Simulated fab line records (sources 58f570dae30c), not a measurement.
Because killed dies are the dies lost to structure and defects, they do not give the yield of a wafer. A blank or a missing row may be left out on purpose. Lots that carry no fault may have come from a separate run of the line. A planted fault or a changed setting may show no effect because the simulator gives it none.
Check of tool commonality | flow berkeleyCmos170 | Sample size 14 lots and 42 wafers

== WHAT PROMPTED THE OPENING ==
At UCB170_CONTACT_THK_MEAS_02 the reading CONTACT_PSG_THK is flagged on 2 of 14 lots. No-fault wafers: 701 nm, standard deviation 5.8.
Rule: a lot gets a flag if all its wafers with a number sit over 4 standard deviations from that mean, or if no wafer of it has a number. The rest of the lots are taken to be sound.

lot  | measured     | on           | CONTACT_PSG_THK (nm), wafer by wafer | flag
L471 | day 7 17:46  | filmMetro-03 | 696 690 698                          | 
L470 | day 8 07:37  | filmMetro-03 | 708 713 711                          | 
L472 | day 8 07:46  | filmMetro-04 | 710 703 699                          | 
L473 | day 8 09:22  | filmMetro-04 | 697 700 700                          | 
L474 | day 9 07:02  | filmMetro-02 | 700 696 691                          | 
L476 | day 9 20:53  | filmMetro-03 | 693 693 700                          | 
L475 | day 9 22:11  | filmMetro-02 | 704 711 713                          | 
L479 | day 9 23:58  | filmMetro-04 | 705 707 711                          | 
L478 | day 10 00:37 | filmMetro-02 | 693 693 698                          | 
L480 | day 10 00:37 | filmMetro-04 | 699 701 703                          | 
L481 | day 11 02:58 | filmMetro-04 | 694 695 693                          | 
L482 | day 11 02:59 | filmMetro-02 | 688 694 693                          | 
L484 | day 11 09:18 | filmMetro-03 | 983 988 979                          | FLAGGED
L485 | day 11 22:27 | filmMetro-04 | 980 981 980                          | FLAGGED
Average over the flagged lots: 982 nm; offset from the usual +281 nm, equal to +48 standard deviations.

== WHICH TOOL EACH LOT WENT THROUGH ==
The record holds 1 process step before the reading, out of a route of 331 steps. Read each cell as the tool, then ch plus the chambers that the sampled wafers visited, then the start.
lot  | flag    | UCB170_CONTACT_CVD_01
L471 |         | lpcvd-01 ch 0, day 7 15:58
L470 |         | lpcvd-01 ch 0, day 8 05:48
L472 |         | lpcvd-02 ch 0, day 8 05:59
L473 |         | lpcvd-01 ch 1, day 8 07:35
L474 |         | lpcvd-02 ch 0, day 9 05:14
L476 |         | lpcvd-01 ch 0, day 9 19:06
L475 |         | lpcvd-02 ch 1, day 9 20:24
L479 |         | lpcvd-02 ch 1, day 9 22:11
L478 |         | lpcvd-01 ch 0, day 9 22:49
L480 |         | lpcvd-01 ch 1, day 9 22:49
L481 |         | lpcvd-01 ch 0, day 11 01:11
L482 |         | lpcvd-01 ch 0, day 11 01:11
L484 | FLAGGED | lpcvd-01 ch 0, day 11 07:31
L485 | FLAGGED | lpcvd-01 ch 0, day 11 19:46
What is done by these steps:
- UCB170_CONTACT_CVD_01: deposits PSG from SiH4/O2/PH3, target thk 700 nm, time 2820 s.
- UCB170_CONTACT_THK_MEAS_02

== FLAGGED OVER TOTAL, TOOL BY TOOL (the gauges that took the reading come last) ==
step                       | tool         | lots run | flagged | share of the flagged lots | sound lots run after its first flagged lot
UCB170_CONTACT_CVD_01      | lpcvd-01     | 10       | 2       | all                       | 0
UCB170_CONTACT_CVD_01      | lpcvd-02     | 4        | 0       | none                      | -
UCB170_CONTACT_THK_MEAS_02 | filmMetro-02 | 4        | 0       | none                      | -
UCB170_CONTACT_THK_MEAS_02 | filmMetro-03 | 4        | 1       | some                      | 0
UCB170_CONTACT_THK_MEAS_02 | filmMetro-04 | 6        | 1       | some                      | 0

== WHAT THE TABLE ALLOWS ==
1 row of the table ran every flagged lot: lpcvd-01 at UCB170_CONTACT_CVD_01.
- lpcvd-01 at UCB170_CONTACT_CVD_01 ran 10 lots, 2 of them flagged. It ran its last sound lot, L481, at day 11 01:11 and its first flagged lot, L484, at day 11 07:31: a fault with its onset between the two fits.
lpcvd-01 at UCB170_CONTACT_CVD_01 is the single tool remaining.

== WHAT THE SIMULATOR PUT IN ==
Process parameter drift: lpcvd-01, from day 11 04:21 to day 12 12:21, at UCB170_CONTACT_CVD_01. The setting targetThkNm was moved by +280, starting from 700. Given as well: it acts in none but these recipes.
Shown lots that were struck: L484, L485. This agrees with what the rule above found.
